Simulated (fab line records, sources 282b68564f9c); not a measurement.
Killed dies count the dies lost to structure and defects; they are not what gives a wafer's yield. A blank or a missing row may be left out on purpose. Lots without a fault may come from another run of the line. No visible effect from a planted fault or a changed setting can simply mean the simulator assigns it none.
Split-lot trial || flow ritCmos || on a route of 202 steps: 5 lots, 27 wafers read

== THE SPLIT ==
At RIT_ACTIVE_DEVELOP_10 (develop time 50 s), the setting developTimeS was moved away from the recipe's 50 s on 12 of the 27 wafers read, by +26.8% to +54.6%. All remaining wafers had this setting at the recipe value.

== FROM THE SPLIT TO THE READING: what the file shows between them, 4 steps ==
- RIT_ACTIVE_CD_MEAS_11: target cd 1400 nm
- RIT_ACTIVE_HARDBAKE_12: time 60 s
- RIT_ACTIVE_ETCH_13: etches Si3N4 in SF6, stops on SiO2, time 210 s, target depth 210 nm
- RIT_ACTIVE_STRIP_14: strips in O2, time 180 s

== THE READING ==
cdNm at RIT_ACTIVE_CD_MEAS_90, given in nm (cd target 1400 nm). Typical for fault-free wafers on this fab line: 1399.6 nm, with standard deviation 2.2 nm.

{"wafer": "L076.4", "tool, chamber at the split": "lithoTrack-01, 0", "developTimeS as run, s": 50, "against the recipe": "recipe", "cdNm, nm": 1398.4, "against lot-mates on the recipe": "-"}
{"wafer": "L076.5", "tool, chamber at the split": "lithoTrack-01, 0", "developTimeS as run, s": 50, "against the recipe": "recipe", "cdNm, nm": 1397.6, "against lot-mates on the recipe": "-"}
{"wafer": "L076.6", "tool, chamber at the split": "lithoTrack-01, 0", "developTimeS as run, s": 50, "against the recipe": "recipe", "cdNm, nm": 1396.5, "against lot-mates on the recipe": "-"}
{"wafer": "L077.1", "tool, chamber at the split": "lithoTrack-03, 0", "developTimeS as run, s": 74.91, "against the recipe": "+49.8%", "cdNm, nm": 1359.8, "against lot-mates on the recipe": -36.4}
{"wafer": "L077.2", "tool, chamber at the split": "lithoTrack-03, 0", "developTimeS as run, s": 50, "against the recipe": "recipe", "cdNm, nm": 1396.0, "against lot-mates on the recipe": "-"}
{"wafer": "L077.3", "tool, chamber at the split": "lithoTrack-03, 0", "developTimeS as run, s": 50, "against the recipe": "recipe", "cdNm, nm": 1396.7, "against lot-mates on the recipe": "-"}
{"wafer": "L077.4", "tool, chamber at the split": "lithoTrack-03, 0", "developTimeS as run, s": 74.91, "against the recipe": "+49.8%", "cdNm, nm": 1359.8, "against lot-mates on the recipe": -36.4}
{"wafer": "L077.5", "tool, chamber at the split": "lithoTrack-03, 0", "developTimeS as run, s": 50, "against the recipe": "recipe", "cdNm, nm": 1395.9, "against lot-mates on the recipe": "-"}
{"wafer": "L077.6", "tool, chamber at the split": "lithoTrack-03, 0", "developTimeS as run, s": 74.91, "against the recipe": "+49.8%", "cdNm, nm": 1359.2, "against lot-mates on the recipe": -37.0}
{"wafer": "L080.1", "tool, chamber at the split": "lithoTrack-04, 0", "developTimeS as run, s": 63.39, "against the recipe": "+26.8%", "cdNm, nm": 1379.1, "against lot-mates on the recipe": -22.2}
{"wafer": "L080.2", "tool, chamber at the split": "lithoTrack-04, 0", "developTimeS as run, s": 63.39, "against the recipe": "+26.8%", "cdNm, nm": 1376.8, "against lot-mates on the recipe": -24.5}
{"wafer": "L080.3", "tool, chamber at the split": "lithoTrack-04, 0", "developTimeS as run, s": 50, "against the recipe": "recipe", "cdNm, nm": 1403.5, "against lot-mates on the recipe": "-"}
{"wafer": "L080.4", "tool, chamber at the split": "lithoTrack-04, 0", "developTimeS as run, s": 63.39, "against the recipe": "+26.8%", "cdNm, nm": 1378.3, "against lot-mates on the recipe": -23.0}
{"wafer": "L080.5", "tool, chamber at the split": "lithoTrack-04, 0", "developTimeS as run, s": 50, "against the recipe": "recipe", "cdNm, nm": 1399.2, "against lot-mates on the recipe": "-"}
{"wafer": "L080.6", "tool, chamber at the split": "lithoTrack-04, 0", "developTimeS as run, s": 50, "against the recipe": "recipe", "cdNm, nm": 1401.1, "against lot-mates on the recipe": "-"}
{"wafer": "L081.1", "tool, chamber at the split": "lithoTrack-03, 0", "developTimeS as run, s": 77.28, "against the recipe": "+54.6%", "cdNm, nm": 1361.0, "against lot-mates on the recipe": -40.0}
{"wafer": "L081.2", "tool, chamber at the split": "lithoTrack-03, 0", "developTimeS as run, s": 77.28, "against the recipe": "+54.6%", "cdNm, nm": 1361.6, "against lot-mates on the recipe": -39.4}
{"wafer": "L081.3", "tool, chamber at the split": "lithoTrack-03, 0", "developTimeS as run, s": 77.28, "against the recipe": "+54.6%", "cdNm, nm": 1359.7, "against lot-mates on the recipe": -41.3}
{"wafer": "L081.4", "tool, chamber at the split": "lithoTrack-03, 0", "developTimeS as run, s": 50, "against the recipe": "recipe", "cdNm, nm": 1400.9, "against lot-mates on the recipe": "-"}
{"wafer": "L081.5", "tool, chamber at the split": "lithoTrack-03, 0", "developTimeS as run, s": 50, "against the recipe": "recipe", "cdNm, nm": 1402.3, "against lot-mates on the recipe": "-"}
{"wafer": "L081.6", "tool, chamber at the split": "lithoTrack-03, 0", "developTimeS as run, s": 50, "against the recipe": "recipe", "cdNm, nm": 1399.9, "against lot-mates on the recipe": "-"}
{"wafer": "L084.1", "tool, chamber at the split": "lithoTrack-04, 0", "developTimeS as run, s": 66.64, "against the recipe": "+33.3%", "cdNm, nm": 1372.3, "against lot-mates on the recipe": -26.8}
{"wafer": "L084.2", "tool, chamber at the split": "lithoTrack-04, 0", "developTimeS as run, s": 50, "against the recipe": "recipe", "cdNm, nm": 1399.4, "against lot-mates on the recipe": "-"}
{"wafer": "L084.3", "tool, chamber at the split": "lithoTrack-04, 0", "developTimeS as run, s": 66.64, "against the recipe": "+33.3%", "cdNm, nm": 1373.0, "against lot-mates on the recipe": -26.1}
{"wafer": "L084.4", "tool, chamber at the split": "lithoTrack-04, 0", "developTimeS as run, s": 50, "against the recipe": "recipe", "cdNm, nm": 1399.8, "against lot-mates on the recipe": "-"}
{"wafer": "L084.5", "tool, chamber at the split": "lithoTrack-04, 0", "developTimeS as run, s": 50, "against the recipe": "recipe", "cdNm, nm": 1398.1, "against lot-mates on the recipe": "-"}
{"wafer": "L084.6", "tool, chamber at the split": "lithoTrack-04, 0", "developTimeS as run, s": 66.64, "against the recipe": "+33.3%", "cdNm, nm": 1372.2, "against lot-mates on the recipe": -26.9}

FIT RESULTS
A straight line over all 27 wafers: cdNm changes by -0.75 nm for each +1% of developTimeS; r = -0.99; the points scatter about the line by 2.2 nm.
The same after taking each lot's own level away (the mean of its wafers on the recipe; 27 wafers): -0.751 nm for each +1%; r = -1.00; scatter 1.5 nm.
According to that fit, moving developTimeS by its largest amount changes the reading by 41 nm.
Across the lots, their own levels run from 1396.20 to 1401.27 nm, a range of 2.3 times the standard deviation given above.
The two slopes are in agreement: the lot-to-lot level therefore moves the slope only a little.
Check: -41.5 nm against its lot-mates is what the line predicts for one of the wafers moved furthest among these (+54.6%) when that wafer is left out of the fit. It came out at -40 nm against them.

== THE OTHER SPLITS THESE WAFERS WENT THROUGH ==
Other splits were also applied to these wafers ahead of the reading. Each is held against what the fit with the lots' levels taken away leaves over:
{"other split on the same wafers": "RIT_ACTIVE_OXIDATION_01 oxTimeS", "wafers away from the commonest value": 18, "r with cdNm (lot level and that fit taken away)": -0.02}

== THE WHOLE CHAIN: every reading that the file lists as answering this split, in the file's order ==
{"step": "RIT_ACTIVE_CD_MEAS_11", "what it does": "target cd 1400 nm", "reading": "cdNm", "change (the file's fit)": "-0.76 nm for each +1% of the setting", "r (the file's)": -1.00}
{"step": "RIT_ACTIVE_ETCH_13", "what it does": "etches Si3N4 in SF6, stops on SiO2, time 210 s, target depth 210 nm", "reading": "ACTIVE.cdNm (the simulator's own value, which no gauge read)", "change (the file's fit)": "-0.759 nm for each +1% of the setting", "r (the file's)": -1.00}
{"step": "RIT_ACTIVE_CD_MEAS_90", "what it does": "target cd 1400 nm", "reading": "cdNm", "change (the file's fit)": "-0.759 nm for each +1% of the setting", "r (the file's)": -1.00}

== THE FILE'S OWN FIT ==
cdNm changes by -0.759 nm for each +1% of developTimeS, r = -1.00.
